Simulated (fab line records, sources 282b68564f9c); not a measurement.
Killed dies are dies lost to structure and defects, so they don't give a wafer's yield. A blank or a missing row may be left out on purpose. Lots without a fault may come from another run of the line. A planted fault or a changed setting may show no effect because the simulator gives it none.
fab line records | flow rit_cmos
record lots=14 wafers=42 last_day=8
route steps=202 shown WELLDRIVE@50 NWELL@51 PWELL@52 M1@202
lots that met no fault: from a run of the same line without faults
start_h: hours from the record's first day to the start of the lot's first wafer shown | wait_h: hours since the lot's step before | " the same as in the row above | L1.1+2: a row that stands for several wafers | - no value, or no start given | * or withheld: withheld | < > ~ a bound
route shown NAME@n: a module of which the file shows steps, and the number in the route of the first | usual: mean/standard deviation of fault-free wafers | same: alike in all rows | chamber/n: place in a boat | sites: the reading at each site | _std_site: their standard deviation | _edge_site: outer sites' mean less inner sites' | radius_mm: how far each site lies from the wafer's centre | mask NAME#n: copy n | behind: the tool/chamber that last shaped the wafer | hold: why the lot was held/for how many hours/how that ended | device: the transistor (n, p or np) that didn't switch | end of line: the same wafers' tests at the end of the route | a step without rows: its recipe alone | killed: dies lost to structure and defects at the first sort, not the wafer's yield | map: a wafer's dies, x killed, . not, _ none there
set.NAME: the setting as run; set.NAME@STEP: as run at that earlier step | model.NAME: the simulator's own value behind a step, which no gauge read
steps of the route over a sample of lots; a table a step, a row a wafer
services: from which hour (start_h, from the record's first day; less than 0 if before it) a tool's chamber was out of use, for how many hours, and why
## steps
# step RIT_WELLDRIVE_ANNEAL_00
# recipe temp_c=1100 time_s=14700 ambient=N2
# usual spike_tc_centre_C=1102.6/1.2 spike_tc_load_C=1129/4.1 spike_tc_source_C=1124/5.1 tube_center_temp_C=1100/0.11 tube_center_temp_C_max=1102.9/0.49
# columns lot.wafer tool chamber start_h wait_h spike_tc_centre_C spike_tc_load_C spike_tc_source_C tube_center_temp_C tube_center_temp_C_max
L114.2 furnace-01 0 23.81 0.0 1100.3 1133 1118 1100 1103.1
L114.3 " 0 " " 1100.1 1134 1118 1100 1103.4
L114.4 " 0 " " 1102.6 1133 1118 1100.2 1102.5
L115.2 furnace-02 0 27.73 0.0 1101.7 1123 1131 1100.1 1102.6
L115.3 " 0 " " 1100.2 1123 1131 1100.1 1102.4
L115.6 " 0 " " 1102.7 1123 1130 1100.1 1102.8
L116.1 furnace-04 0 33.53 0.1 1101.3 1126 1128 1100.1 1102.3
L116.2 " 0 " " 1103.7 1126 1129 1099.8 1103.2
L116.6 " 0 " " 1102.7 1127 1125 1100 1102.5
L120.1 furnace-01 0 54.15 0.1 1102.0 1133 1118 1100.2 1102.6
L120.3 " 0 " " 1103.3 1133 1119 1099.9 1103.3
L120.4 " 0 " " 1102.7 1132 1117 1100 1102.8
L121.1 furnace-02 0 58.20 0.8 1084.1 1103 1110 1081.9 1084.1
L121.4 " 0 " " 1083.9 1104 1111 1082.3 1085.1
L121.6 " 0 " " 1084.3 1104 1111 1081.9 1084.7
L122.2 furnace-01 0 64.40 0.2 1104.3 1131 1118 1100 1102.4
L122.4 " 0 " " 1102.6 1134 1118 1099.9 1102.6
L122.6 " 0 " " 1102.2 1133 1118 1100 1103.1
L125.1 furnace-02 0 78.00 0.1 1084.3 1105 1114 1082.1 1085.0
L125.3 " 0 " " 1084.0 1104 1110 1082.1 1084.7
L125.5 " 0 " " 1083.4 1105 1114 1081.8 1085.0
L128.1 furnace-01 0 97.23 2.2 1102.6 1133 1120 1100 1103.0
L128.5 " 0 " " 1103.1 1131 1121 1099.9 1102.5
L128.6 " 0 " " 1101.2 1134 1120 1099.9 1102.9
L129.1 furnace-04 0 100.71 1.4 1103.7 1124 1128 1100.2 1103.1
L129.2 " 0 " " 1103.2 1127 1128 1099.9 1103.9
L129.5 " 0 " " 1103.7 1125 1128 1100 1102.4
L130.1 furnace-01 0 105.75 0.7 1102.1 1132 1119 1100 1102.7
L130.2 " 0 " " 1101.8 1133 1118 1100.1 1102.5
L130.5 " 0 " " 1103.5 1132 1120 1100.1 1102.8
L131.3 furnace-04 0 110.93 0.5 1102.3 1125 1129 1100 1102.2
L131.4 " 0 " " 1102.1 1126 1128 1099.9 1103.7
L131.6 " 0 " " 1104.5 1128 1129 1099.9 1102.4
L132.1 furnace-04 0 118.64 0.3 1105.4 1125 1128 1100 1103.4
L132.3 " 0 " " 1104.1 1126 1130 1100 1103.6
L132.5 " 0 " " 1103.5 1125 1127 1100.2 1104.6
L135.1 furnace-01 0 135.44 1.1 1102.5 1131 1120 1099.9 1103.1
L135.4 " 0 " " 1102.3 1131 1118 1100.1 1103.1
L135.5 " 0 " " 1102.6 1133 1119 1100.1 1104.3
L137.1 furnace-04 0 148.08 1.5 1104.1 1127 1128 1100 1102.6
L137.2 " 0 " " 1104.5 1125 1128 1099.8 1102.4
L137.6 " 0 " " 1102.4 1125 1128 1100 1103.1
# step RIT_WELLDRIVE_RS_MEAS_01
# recipe thk_meas_gauge=four-point-probe
# usual NWELL_RS=275.4/0.7
# columns lot.wafer tool chamber start_h wait_h NWELL_RS[ohm/sq]
L114.2 film_metro-03 - 28.91 0.0 276.0
L114.3 " - " " 275.9
L114.4 " - " " 275.2
L115.2 film_metro-03 - 32.83 0.0 275.8
L115.3 " - " " 275.6
L115.6 " - " " 275.6
L116.1 film_metro-04 - 38.62 0.0 274.9
L116.2 " - " " 276.0
L116.6 " - " " 275.0
L120.1 film_metro-01 - 59.24 0.0 275.5
L120.3 " - " " 275.3
L120.4 " - " " 275.4
L121.1 film_metro-01 - 63.28 0.0 296.1
L121.4 " - " " 296.5
L121.6 " - " " 296.3
L122.2 film_metro-01 - 69.50 0.0 275.5
L122.4 " - " " 275.2
L122.6 " - " " 274.9
L125.1 film_metro-03 - 83.08 0.0 294.6
L125.3 " - " " 294.7
L125.5 " - " " 294.7
L128.1 film_metro-01 - 102.31 0.0 274.8
L128.5 " - " " 275.4
L128.6 " - " " 274.3
L129.1 film_metro-03 - 105.80 0.0 275.3
L129.2 " - " " 274.6
L129.5 " - " " 274.6
L130.1 film_metro-01 - 110.83 0.0 276.7
L130.2 " - " " 275.9
L130.5 " - " " 276.2
L131.3 film_metro-04 - 116.06 0.0 273.9
L131.4 " - " " 274.3
L131.6 " - " " 274.2
L132.1 film_metro-04 - 123.73 0.0 276.4
L132.3 " - " " 275.8
L132.5 " - " " 276.6
L135.1 film_metro-03 - 140.52 0.0 275.9
L135.4 " - " " 274.8
L135.5 " - " " 275.3
L137.1 film_metro-01 - 153.17 0.0 276.3
L137.2 " - " " 275.5
L137.6 " - " " 275.2
# step RIT_WELLDRIVE_RS_MEAS_02
# recipe thk_meas_gauge=four-point-probe
# usual PWELL_RS=429.4/1.1
# columns lot.wafer tool chamber start_h wait_h PWELL_RS[ohm/sq]
L114.2 film_metro-03 - 29.03 0.1 430.0
L114.3 " - " " 429.4
L114.4 " - " " 428.7
L115.2 film_metro-03 - 32.95 0.1 428.2
L115.3 " - " " 428.9
L115.6 " - " " 428.0
L116.1 film_metro-04 - 38.74 0.1 428.4
L116.2 " - " " 428.0
L116.6 " - " " 428.9
L120.1 film_metro-01 - 59.36 0.1 429.4
L120.3 " - " " 429.8
L120.4 " - " " 429.0
L121.1 film_metro-01 - 63.40 0.1 450.1
L121.4 " - " " 449.7
L121.6 " - " " 449.5
L122.2 film_metro-01 - 69.62 0.1 431.4
L122.4 " - " " 430.5
L122.6 " - " " 429.2
L125.1 film_metro-03 - 83.20 0.1 449.2
L125.3 " - " " 448.7
L125.5 " - " " 450.2
L128.1 film_metro-01 - 102.43 0.1 429.2
L128.5 " - " " 429.0
L128.6 " - " " 429.8
L129.1 film_metro-03 - 105.92 0.1 430.9
L129.2 " - " " 429.6
L129.5 " - " " 429.5
L130.1 film_metro-01 - 110.95 0.1 429.5
L130.2 " - " " 429.8
L130.5 " - " " 429.4
L131.3 film_metro-04 - 116.18 0.1 431.8
L131.4 " - " " 429.3
L131.6 " - " " 429.1
L132.1 film_metro-04 - 123.85 0.1 431.9
L132.3 " - " " 431.6
L132.5 " - " " 430.2
L135.1 film_metro-03 - 140.64 0.1 430.4
L135.4 " - " " 430.2
L135.5 " - " " 430.5
L137.1 film_metro-01 - 153.29 0.1 427.9
L137.2 " - " " 427.7
L137.6 " - " " 429.3
# step RIT_M1_PROBE_99
# usual killed_at_contacts=0.0/0.25 killed_at_front_end=6.6/2.7 killed_dies=6.7/2.7 killed_open=3.3/1.9 killed_short=3.4/1.9
# same gross_dies=264 killed_at_M0_to_M3=0 killed_at_M4_up=0 killed_at_back_side=0 killed_at_other=0
# columns lot.wafer tool chamber start_h wait_h killed_at_contacts killed_at_front_end killed_dies killed_open killed_short
L125.1 prober-02 - 113.53 0.1 0 5 5 3 2
L125.3 prober-02 - 113.63 0.2 0 1 1 1 0
L125.5 prober-02 - 113.73 0.2 0 9 9 3 6
L135.1 prober-01 - 173.52 0.1 0 4 4 1 3
L135.4 prober-01 - 173.67 0.2 0 3 3 1 2
L135.5 prober-01 - 173.72 0.2 0 9 9 5 4
# killed by level:class
L125.1 GATE:geometric_particle:open=2 FOX2:geometric_particle:short=1 REOX:geometric_particle:short=1 REOX:geometric_particle:open=1
L125.3 GATE:geometric_particle:open=1
L125.5 GATE:geometric_particle:short=2 REOX:geometric_particle:short=2 SILICIDE:geometric_particle:short=2 FOX1:geometric_particle:open=1 SPACER:geometric_particle:open=1 SILICIDE:geometric_particle:open=1
L135.1 GATE:geometric_particle:short=1 REOX:geometric_particle:open=1 REOX:geometric_particle:short=1 SILICIDE:geometric_particle:short=1
L135.4 REOX:geometric_particle:open=1 SPACER:geometric_particle:short=1 SILICIDE:geometric_particle:short=1
L135.5 FOX2:geometric_particle:open=3 SPACER:geometric_particle:short=3 FOX1:geometric_particle:open=1 GATE:geometric_particle:short=1 GATE:geometric_particle:open=1
## services
# columns tool chamber start_h hours kind
furnace-04 - 27.05 2.7 pm
furnace-01 - 28.89 2.7 pm
furnace-02 - 83.08 75.5 pm
furnace-01 - 126.78 3.6 pm
furnace-04 - 130.90 11.8 repair
## key
first_sign step=RIT_WELLDRIVE_ANNEAL_00 reading=tube_center_temp_C direction=down sigmas=99+ usual=* struck=*
effect step=RIT_WELLDRIVE_ANNEAL_00 reading=tube_center_temp_C_max direction=down sigmas=37 usual=* struck=*
effect step=RIT_WELLDRIVE_RS_MEAS_01 reading=NWELL_RS direction=up sigmas=29 usual=275.4 struck=295.5
effect step=RIT_WELLDRIVE_RS_MEAS_02 reading=PWELL_RS direction=up sigmas=19 usual=429.4 struck=449.6
met_at RIT_WELLDRIVE_ANNEAL_00
struck_lots L121,L125
tester_left_out L121,L125
onset_between 27.73 58.20
fault kind=process_parameter_drift tool=furnace-02 chamber=- onset_h=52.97 steps=RIT_WELLDRIVE_ANNEAL_00 channel=temp_c offset=* shape=step end_h=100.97 acts_in=* stated=*
# tester_left_out: of these lots the tester's yield and bins aren't shown, on N5 and GAA mostly nor the transistor test; their killed dies are dies lost to structure and defects alone, not to doping, threshold or leakage, so they don't give the yield
